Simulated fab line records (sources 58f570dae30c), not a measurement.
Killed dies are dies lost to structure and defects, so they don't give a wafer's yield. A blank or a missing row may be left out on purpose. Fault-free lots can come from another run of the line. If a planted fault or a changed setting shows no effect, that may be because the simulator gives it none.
Which tool is to blame? | flow berkeley cmos170 | 42 wafers from 14 lots sampled at 4 of the route's 331 steps

WHAT THE GAUGES SHOWED, per wafer
UCB170_CONTACT_CD_MEAS_90: the cd target is 700 nm. Usual: cd nm 699.8 nm, standard deviation 1.6.
lot  | measured     | on        | cd nm (nm)        | flag
L913 | day 7 17:14  | cd sem-02 | 701.7 701.6 699.7 |
L914 | day 8 16:17  | cd sem-02 | 701.4 703.9 702.3 |
L915 | day 8 15:33  | cd sem-02 | 699.0 700.0 699.3 |
L918 | day 8 15:26  | cd sem-01 | 697.7 698.0 698.2 |
L919 | day 9 15:58  | cd sem-01 | 697.0 698.4 700.3 |
L921 | day 9 13:59  | cd sem-01 | 699.6 699.7 700.5 |
L920 | day 9 13:31  | cd sem-01 | 700.9 701.5 701.6 |
L922 | day 9 15:28  | cd sem-02 | 698.8 697.5 699.5 |
L924 | day 9 23:33  | cd sem-01 | 697.5 697.1 698.0 |
L923 | day 10 00:15 | cd sem-02 | 699.6 701.2 701.7 |
L927 | day 10 20:33 | cd sem-01 | 699.5 699.8 701.1 |
L931 | day 11 12:20 | cd sem-01 | 696.9 700.5 698.0 |
L934 | day 12 14:18 | cd sem-02 | 700.9 702.0 702.2 |
L935 | day 12 13:47 | cd sem-01 | 700.1 698.8 697.8 |

UCB170_V1_CD_MEAS_12: the cd target is 700 nm. Usual: cd nm 699.5 nm, standard deviation 1.3.
lot  | measured     | on        | cd nm (nm)        | flag
L913 | day 8 00:41  | cd sem-01 | 699.1 697.9 698.3 |
L914 | day 8 23:32  | cd sem-01 | 700.7 701.2 699.7 |
L915 | day 8 23:16  | cd sem-02 | 699.2 698.1 698.2 |
L918 | day 8 22:59  | cd sem-01 | 700.3 700.0 698.7 |
L919 | day 9 22:57  | cd sem-01 | 699.1 700.5 699.8 |
L921 | day 9 21:17  | cd sem-02 | 699.4 699.6 700.8 |
L920 | day 9 19:19  | cd sem-02 | 698.9 700.6 699.9 |
L922 | day 9 21:29  | cd sem-01 | 698.2 698.8 697.9 |
L924 | day 10 06:26 | cd sem-01 | 698.8 700.1 698.9 |
L923 | day 10 06:40 | cd sem-02 | 700.7 701.4 701.2 |
L927 | day 11 01:47 | cd sem-01 | 700.0 700.6 700.4 |
L931 | day 11 18:17 | cd sem-01 | 700.0 700.3 699.0 |
L934 | day 12 21:48 | cd sem-01 | 698.3 697.7 696.7 |
L935 | day 12 21:48 | cd sem-02 | 700.5 700.8 701.1 |

UCB170_V2_CD_MEAS_12: the cd target is 700 nm. Usual: cd nm 699.9 nm, standard deviation 1.3.
lot  | measured     | on        | cd nm (nm)        | flag
L913 | day 8 10:14  | cd sem-01 | 697.5 697.7 697.2 |
L914 | day 9 08:05  | cd sem-01 | 699.5 699.2 700.4 |
L915 | day 9 07:56  | cd sem-02 | 698.2 697.6 698.1 |
L918 | day 9 07:44  | cd sem-01 | 698.1 699.8 700.3 |
L919 | day 10 04:24 | cd sem-01 | 700.9 699.0 700.2 |
L921 | day 10 03:19 | cd sem-02 | 700.6 700.9 699.7 |
L920 | day 10 01:35 | cd sem-02 | 701.6 701.8 702.2 |
L922 | day 10 03:46 | cd sem-01 | 701.6 701.5 701.6 |
L924 | day 10 12:42 | cd sem-01 | 703.8 704.0 702.9 |
L923 | day 10 12:48 | cd sem-01 | 699.6 699.8 698.1 |
L927 | day 11 07:02 | cd sem-02 | 699.3 698.9 699.3 |
L931 | day 11 23:34 | cd sem-01 | 699.5 699.4 699.0 |
L934 | day 13 04:11 | cd sem-02 | 700.5 698.4 699.3 |
L935 | day 13 03:38 | cd sem-01 | 700.7 698.8 700.1 |

EACH LOT AND THE TOOL THAT RAN IT (in order: tool; ch and the chambers of the sampled wafers; start)
lot  | UCB170_PWELL_STRIP_16
L913 | plasma asher-04 ch 0,1, day 3 10:31
L914 | plasma asher-02 ch 0,1, day 3 23:04
L915 | plasma asher-01 ch 0,1, day 3 23:10
L918 | plasma asher-02 ch 0,1, day 4 07:46
L919 | plasma asher-04 ch 0,1, day 5 01:46
L921 | plasma asher-01 ch 0,1, day 5 01:57
L920 | plasma asher-02 ch 0,1, day 5 02:17
L922 | plasma asher-01 ch 0,1, day 5 02:23
L924 | plasma asher-02 ch 0, day 5 09:00
L923 | plasma asher-01 ch 0,1, day 5 09:17
L927 | plasma asher-01 ch 0,1, day 6 07:31
L931 | plasma asher-02 ch 0,1, day 7 02:44
L934 | plasma asher-04 ch 0,1, day 7 23:50
L935 | plasma asher-04 ch 0,1, day 8 00:30
- UCB170_PWELL_STRIP_16: strips in O2.

AS READ BY THE TOOLS THEMSELVES (means over the sampled wafers that have a number; for cases with no such wafer, the mark the record gives instead)
UCB170_PWELL_STRIP_16. Usual: drypump motor current A 5.7 A, standard deviation 0.61; oes product au 0.721 a.u., standard deviation 0.0045; strip time to endpoint s 18.01 s, standard deviation 0.072.
lot  | tool            | drypump motor current A (A) | oes product au (a.u.) | strip time to endpoint s (s) | flag
L913 | plasma asher-04 | 5.6                         | 0.723                 | 17.95                        |
L914 | plasma asher-02 | 5.4                         | 0.721                 | 18.01                        |
L915 | plasma asher-01 | 5.8                         | 0.718                 | 18.08                        |
L918 | plasma asher-02 | 6.0                         | 0.725                 | 17.96                        |
L919 | plasma asher-04 | 5.6                         | 0.722                 | 17.99                        |
L921 | plasma asher-01 | 5.8                         | 0.726                 | 18.00                        |
L920 | plasma asher-02 | 6.0                         | 0.722                 | 18.01                        |
L922 | plasma asher-01 | 5.8                         | 0.720                 | 18.06                        |
L924 | plasma asher-02 | 4.8                         | 0.718                 | 17.93                        |
L923 | plasma asher-01 | 5.8                         | 0.721                 | 18.14                        |
L927 | plasma asher-01 | 5.8                         | 0.726                 | 17.97                        |
L931 | plasma asher-02 | 5.4                         | 0.719                 | 17.94                        |
L934 | plasma asher-04 | 5.6                         | 0.719                 | 18.00                        |
L935 | plasma asher-04 | 5.6                         | 0.721                 | 18.03                        |

THE ANSWER, worked out from the rows above alone
Rule: take the mean of a lot's wafers that have a number; if it is more than 3 standard deviations from the usual mean, the lot is off. A lot without any number at a reading at which 4 lots or more have one is off too. The other lots that the step has rows for count as sound. Order of review: gauges by route order, followed by the tools' own readings, for which a lot's mean as printed above is used. At the first step where some lot is off, the reading lying furthest off is the one used; lots without a number count as furthest.
Across all readings shown, no lot is off: no conclusion can be drawn from this.

WHAT THE SIMULATOR HAD INSERTED
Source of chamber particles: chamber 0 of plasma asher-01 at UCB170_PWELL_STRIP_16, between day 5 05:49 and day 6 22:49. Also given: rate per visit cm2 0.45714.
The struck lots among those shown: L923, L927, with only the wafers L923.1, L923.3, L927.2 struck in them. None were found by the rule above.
